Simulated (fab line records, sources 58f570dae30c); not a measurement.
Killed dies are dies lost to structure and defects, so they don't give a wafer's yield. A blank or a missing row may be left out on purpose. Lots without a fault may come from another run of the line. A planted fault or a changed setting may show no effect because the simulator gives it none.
Problem report in the 8D (eight disciplines) form, filled by code | flow berkeley_cmos170 | the parts of the form that need people (team, actions taken, sign-off) are left out

1. THE PROBLEM
oes_product_au at UCB170_V2_ETCH_14 reads a mean of 0.831 a.u. on 3 wafers of 3 lots; wafers without a fault read 0.873 a.u. with a standard deviation of 0.0076. That is -5.6 standard deviations from the usual mean.
The step: etches SiO2 in CHF3/CF4/Ar, stops on Al, target depth 1250 nm, time 301.1 s.
First seen on wafer L819.4, day 12 00:29, on rie_diel-01. The record holds 44 wafers of 15 lots with a number at this step. Rule for "out", or "out of limits": more than 4 standard deviations from the usual mean. The other wafers with a number count as sound.

2. WHAT IT IS AND WHAT IT IS NOT
question                    | is                     | is not
which readings at this step | oes_product_au         | drypump_motor_current_A, mfc_ar_sccm, throttle_valve_pct
which lots                  | L819, L820, L823       | L804, L806, L807, L808, L812, L813, L815, L817, L818, L824, L825, L826
which wafers of those lots  | L819.4, L820.2, L823.1 | L819.2, L819.5, L820.5, L823.2, L823.5
read on which tools         | rie_diel-01            | rie_diel-02, rie_diel-04
when                        | from day 12 00:29      | up to then (29 sound wafers); but 12 sound wafers of L820, L823, L824, L825, L826 came after

3. SUSPECTS, AND WHAT RULES EACH OUT
Counting: a tool at a process step up to the reading stays a suspect if it ran every lot that is out. Sound lots after the first of them don't rule it out here, since some wafers of a struck lot are sound.
- rie_diel-01 at UCB170_V2_ETCH_14 (etches SiO2 in CHF3/CF4/Ar, stops on Al, target depth 1250 nm, time 301.1 s): kept. It ran every lot that is out, first L819 (day 12 00:29); its last sound lot up to then is L818 (day 11 09:11). Its own readings are out on those wafers: oes_product_au.
- Within rie_diel-01 at UCB170_V2_ETCH_14: the wafers that are out ran in chamber 2; their sound lot-mates ran in chambers 1, 3.
Left after counting: rie_diel-01 at UCB170_V2_ETCH_14.

4. THE CAUSE (what the simulator had put in)
Process parameter drift: rie_diel-01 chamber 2, from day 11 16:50 on, at UCB170_V2_ETCH_14. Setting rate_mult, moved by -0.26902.
Counting left only this tool.

5. THE CHAIN OF EFFECTS, in route order
Each row: a reading whose mean over the struck wafers that have a number lies more than 3 standard deviations from the usual. Only readings for which the record gives a usual standard deviation are gone through. hours: the time from each lot's start at the first step in this table that gives one to its start at this step, as a median over the lots. sigmas: the change in usual standard deviations.
hours | step               | reading                  | usual      | on struck wafers | change | sigmas
0     | UCB170_V2_ETCH_14  | oes_product_au           | 0.873 a.u. | 0.831            | -0.042 | -5.6
0     | UCB170_V2_STRIP_15 | strip_time_to_endpoint_s | 15.13 s    | 16.98            | +1.85  | +19
4     | UCB170_M3_PROBE_99 | defect_limited_yield     | 98.8 %     | 0.0              | -98.8  | -99 or more
4     | UCB170_M3_PROBE_99 | killed_at_M0_to_M3       | 0.8        | 261.3            | +260.5 | +99 or more
4     | UCB170_M3_PROBE_99 | killed_dies              | 3.1        | 264.0            | +260.9 | +99 or more
4     | UCB170_M3_PROBE_99 | killed_on_rim            | 0.8        | 70.0             | +69.2  | +77
4     | UCB170_M3_PROBE_99 | sort_bin_5_function      | 0.6 %      | 99.1             | +98.5  | +99 or more
4     | UCB170_M3_PROBE_99 | sort_n_pass              | 260.9      | 0.0              | -260.9 | -99 or more
4     | UCB170_M3_PROBE_99 | sort_yield_pct           | 98.8 %     | 0.0              | -98.8  | -99 or more
The process steps in it:
- UCB170_V2_ETCH_14: etches SiO2 in CHF3/CF4/Ar, stops on Al, target depth 1250 nm, time 301.1 s.
- UCB170_V2_STRIP_15: strips in O2.
- UCB170_M3_PROBE_99

6. WHAT WOULD HAVE CAUGHT IT SOONER
In this record the first reading out of limits was taken at day 12 00:29, 8 hours after the fault began at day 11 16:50.
